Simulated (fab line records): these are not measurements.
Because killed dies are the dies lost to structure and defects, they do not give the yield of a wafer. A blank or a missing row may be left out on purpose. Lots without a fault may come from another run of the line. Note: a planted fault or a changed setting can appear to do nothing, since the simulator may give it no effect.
Split-lot study || flow berkeley-cmos170 || 23 wafers read across 5 lots, on a route 331 steps long

== ABOUT THE SPLIT ==
At UCB170_NSD_COAT_01 (resist thk 900 nm), the setting resist-thk-nm was moved away from the recipe's 900 nm on 6 of the 23 wafers read, by -5.6% to +5.1%. For the rest of the wafers, this setting stayed at what the recipe calls for.

The reading comes from the split's own step.

== THE READING ==
KrF_of_NSD_COAT_01.thk-nm (the simulator's own value, which no gauge read), in nm, at UCB170_NSD_COAT_01 (resist thk 900 nm). The file does not state a usual value for it. The 17 wafers here that ran the recipe average 900.9 nm, standard deviation 2.5 nm.

{"wafer": "L074.1", "tool, chamber at the split": "litho-track-03, 0", "resist-thk-nm as run, nm": 900, "against the recipe": "recipe", "KrF_of_NSD_COAT_01.thk-nm, nm": 902.8, "against lot-mates on the recipe": "-"}
{"wafer": "L074.2", "tool, chamber at the split": "litho-track-03, 0", "resist-thk-nm as run, nm": 945.6, "against the recipe": "+5.1%", "KrF_of_NSD_COAT_01.thk-nm, nm": 946.5, "against lot-mates on the recipe": "+46.6"}
{"wafer": "L074.3", "tool, chamber at the split": "litho-track-03, 0", "resist-thk-nm as run, nm": 900, "against the recipe": "recipe", "KrF_of_NSD_COAT_01.thk-nm, nm": 898.9, "against lot-mates on the recipe": "-"}
{"wafer": "L074.4", "tool, chamber at the split": "litho-track-03, 0", "resist-thk-nm as run, nm": 945.6, "against the recipe": "+5.1%", "KrF_of_NSD_COAT_01.thk-nm, nm": 947.4, "against lot-mates on the recipe": "+47.5"}
{"wafer": "L074.6", "tool, chamber at the split": "litho-track-03, 0", "resist-thk-nm as run, nm": 900, "against the recipe": "recipe", "KrF_of_NSD_COAT_01.thk-nm, nm": 898.1, "against lot-mates on the recipe": "-"}
{"wafer": "L076.1", "tool, chamber at the split": "litho-track-03, 0", "resist-thk-nm as run, nm": 900, "against the recipe": "recipe", "KrF_of_NSD_COAT_01.thk-nm, nm": 900.4, "against lot-mates on the recipe": "-"}
{"wafer": "L076.3", "tool, chamber at the split": "litho-track-03, 0", "resist-thk-nm as run, nm": 900, "against the recipe": "recipe", "KrF_of_NSD_COAT_01.thk-nm, nm": 900.1, "against lot-mates on the recipe": "-"}
{"wafer": "L076.4", "tool, chamber at the split": "litho-track-03, 0", "resist-thk-nm as run, nm": 849.3, "against the recipe": "-5.6%", "KrF_of_NSD_COAT_01.thk-nm, nm": 851.3, "against lot-mates on the recipe": -49.7}
{"wafer": "L076.5", "tool, chamber at the split": "litho-track-03, 0", "resist-thk-nm as run, nm": 900, "against the recipe": "recipe", "KrF_of_NSD_COAT_01.thk-nm, nm": 902.4, "against lot-mates on the recipe": "-"}
{"wafer": "L076.6", "tool, chamber at the split": "litho-track-03, 0", "resist-thk-nm as run, nm": 849.3, "against the recipe": "-5.6%", "KrF_of_NSD_COAT_01.thk-nm, nm": 852.1, "against lot-mates on the recipe": -48.9}
{"wafer": "L082.1", "tool, chamber at the split": "litho-track-04, 0", "resist-thk-nm as run, nm": 900, "against the recipe": "recipe", "KrF_of_NSD_COAT_01.thk-nm, nm": 899.6, "against lot-mates on the recipe": "-"}
{"wafer": "L082.3", "tool, chamber at the split": "litho-track-04, 0", "resist-thk-nm as run, nm": 900, "against the recipe": "recipe", "KrF_of_NSD_COAT_01.thk-nm, nm": 897.9, "against lot-mates on the recipe": "-"}
{"wafer": "L082.4", "tool, chamber at the split": "litho-track-04, 0", "resist-thk-nm as run, nm": 900, "against the recipe": "recipe", "KrF_of_NSD_COAT_01.thk-nm, nm": 896, "against lot-mates on the recipe": "-"}
{"wafer": "L084.1", "tool, chamber at the split": "litho-track-02, 0", "resist-thk-nm as run, nm": 900, "against the recipe": "recipe", "KrF_of_NSD_COAT_01.thk-nm, nm": 899.9, "against lot-mates on the recipe": "-"}
{"wafer": "L084.2", "tool, chamber at the split": "litho-track-02, 0", "resist-thk-nm as run, nm": 882.1, "against the recipe": "-2.0%", "KrF_of_NSD_COAT_01.thk-nm, nm": 879.9, "against lot-mates on the recipe": -19.8}
{"wafer": "L084.3", "tool, chamber at the split": "litho-track-02, 0", "resist-thk-nm as run, nm": 900, "against the recipe": "recipe", "KrF_of_NSD_COAT_01.thk-nm, nm": 900.8, "against lot-mates on the recipe": "-"}
{"wafer": "L084.4", "tool, chamber at the split": "litho-track-02, 0", "resist-thk-nm as run, nm": 882.1, "against the recipe": "-2.0%", "KrF_of_NSD_COAT_01.thk-nm, nm": 879, "against lot-mates on the recipe": -20.7}
{"wafer": "L084.5", "tool, chamber at the split": "litho-track-02, 0", "resist-thk-nm as run, nm": 900, "against the recipe": "recipe", "KrF_of_NSD_COAT_01.thk-nm, nm": 898.5, "against lot-mates on the recipe": "-"}
{"wafer": "L083.1", "tool, chamber at the split": "litho-track-04, 0", "resist-thk-nm as run, nm": 900, "against the recipe": "recipe", "KrF_of_NSD_COAT_01.thk-nm, nm": 904.3, "against lot-mates on the recipe": "-"}
{"wafer": "L083.2", "tool, chamber at the split": "litho-track-04, 0", "resist-thk-nm as run, nm": 900, "against the recipe": "recipe", "KrF_of_NSD_COAT_01.thk-nm, nm": 903.2, "against lot-mates on the recipe": "-"}
{"wafer": "L083.4", "tool, chamber at the split": "litho-track-04, 0", "resist-thk-nm as run, nm": 900, "against the recipe": "recipe", "KrF_of_NSD_COAT_01.thk-nm, nm": 904, "against lot-mates on the recipe": "-"}
{"wafer": "L083.5", "tool, chamber at the split": "litho-track-04, 0", "resist-thk-nm as run, nm": 900, "against the recipe": "recipe", "KrF_of_NSD_COAT_01.thk-nm, nm": 905.4, "against lot-mates on the recipe": "-"}
{"wafer": "L083.6", "tool, chamber at the split": "litho-track-04, 0", "resist-thk-nm as run, nm": 900, "against the recipe": "recipe", "KrF_of_NSD_COAT_01.thk-nm, nm": 902.8, "against lot-mates on the recipe": "-"}

FIT RESULTS
A straight line over all 23 wafers: KrF_of_NSD_COAT_01.thk-nm changes by +9.01 nm for each +1% of resist-thk-nm; r = +0.99; the points scatter about the line by 2.6 nm.
The same after taking each lot's own level away (the mean of its wafers on the recipe; 23 wafers): +9.06 nm for each +1%; r = +1.00; scatter 1.5 nm.
The reading moves by 51 nm for the largest change in resist-thk-nm, on that fit.
The span of the lots' own levels, 897.83 to 903.94 nm, comes to 2.4 times the standard deviation stated above.
The two slopes agree, so the slope changes little with the lot-to-lot level.
Check: for one of the wafers moved furthest among these (-5.6%), held out of the fit, the line's prediction against its lot-mates is -51.5 nm. Against them it came out at -49.7 nm.

== THE OTHER SPLITS THESE WAFERS WENT THROUGH ==
Other splits were also applied to these wafers ahead of the reading. Each is held against what the fit with the lots' levels taken away leaves over:
{"other split on the same wafers": "UCB170_NLDD_EXPOSE_03 dose-mj", "wafers away from the commonest value": 5, "r with KrF_of_NSD_COAT_01.thk-nm (lot level and that fit taken away)": "+0.15"}
{"other split on the same wafers": "UCB170_SPACER_CVD_00 time-s", "wafers away from the commonest value": 11, "r with KrF_of_NSD_COAT_01.thk-nm (lot level and that fit taken away)": "+0.22"}
{"other split on the same wafers": "UCB170_PSD_PEB_04 peb-temp-c", "wafers away from the commonest value": 9, "r with KrF_of_NSD_COAT_01.thk-nm (lot level and that fit taken away)": "+0.03"}

== THE WHOLE CHAIN: every reading that the file lists as answering this split, in the file's order ==
{"step": "UCB170_NSD_COAT_01", "what it does": "resist thk 900 nm", "reading": "KrF_of_NSD_COAT_01.thk-nm (the simulator's own value, which no gauge read)", "change (the file's fit)": "+9.07 nm for each +1% of the setting", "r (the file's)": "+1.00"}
{"step": "UCB170_NSD_STRIP_09", "what it does": "strips in O2", "reading": "strip-time-to-endpoint-s", "change (the file's fit)": "withheld for each +1% of the setting", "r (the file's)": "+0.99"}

== FILE'S OWN FIT ==
KrF_of_NSD_COAT_01.thk-nm changes by +9.07 nm for each +1% of resist-thk-nm, r = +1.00.
